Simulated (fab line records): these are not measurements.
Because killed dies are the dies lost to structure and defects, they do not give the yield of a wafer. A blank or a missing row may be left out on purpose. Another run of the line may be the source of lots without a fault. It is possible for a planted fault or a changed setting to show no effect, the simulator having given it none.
Chamber matching :: flow rit cmos :: 4 sister chambers for RIT_GATE_ETCH_19 on rie si-01
The step etches poly-Si in SF6/CHF3/O2, stops on SiO2, time 165 s, target depth 312.5 nm. 4 wafers are shown with their chamber, then 6 later ones without.

WAFERS WITH THEIR CHAMBER
wafer: L895.6
chamber: 3
he backside leak sccm (sccm): 2.4

wafer: L902.1
chamber: 0
he backside leak sccm (sccm): 3.3

wafer: L907.5
chamber: 2
he backside leak sccm (sccm): 2.6

wafer: L907.6
chamber: 1
he backside leak sccm (sccm): 2.5

WAFERS WHOSE CHAMBER IS MISSING
wafer: L909.2
he backside leak sccm (sccm): 2.4

wafer: L909.3
he backside leak sccm (sccm): 3.3

wafer: L909.5
he backside leak sccm (sccm): 3.4

wafer: L911.1
he backside leak sccm (sccm): 2.5

wafer: L911.3
he backside leak sccm (sccm): 2.4

wafer: L911.5
he backside leak sccm (sccm): 2.4

WHICH CHAMBER EACH ONE RAN IN
wafer: L909.2
from the rows above: 3
in truth: 3

wafer: L909.3
from the rows above: 0
in truth: 0

wafer: L909.5
from the rows above: 0
in truth: 0

wafer: L911.1
from the rows above: 1
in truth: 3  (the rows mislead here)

wafer: L911.3
from the rows above: 3
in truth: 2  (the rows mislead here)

wafer: L911.5
from the rows above: 3
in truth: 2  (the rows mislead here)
Placed correctly: 3 of 6. Left unplaced by these rows: 0. Wrongly placed: 3.
How it was worked out, from the rows above alone: a wafer's distance from a chamber is the root of the sum, over the readings, of the square of ((its reading less the chamber's mean) divided by the reading's scatter). If the next closest chamber is less than 2 further off than the closest, the wafer can't be placed; otherwise it belongs to the closest. Each chamber's mean is taken over the wafers shown for it. The scatter (one wafer shown for each chamber): square how far every hidden wafer sits from the nearest shown wafer, average those squares and take the square root.
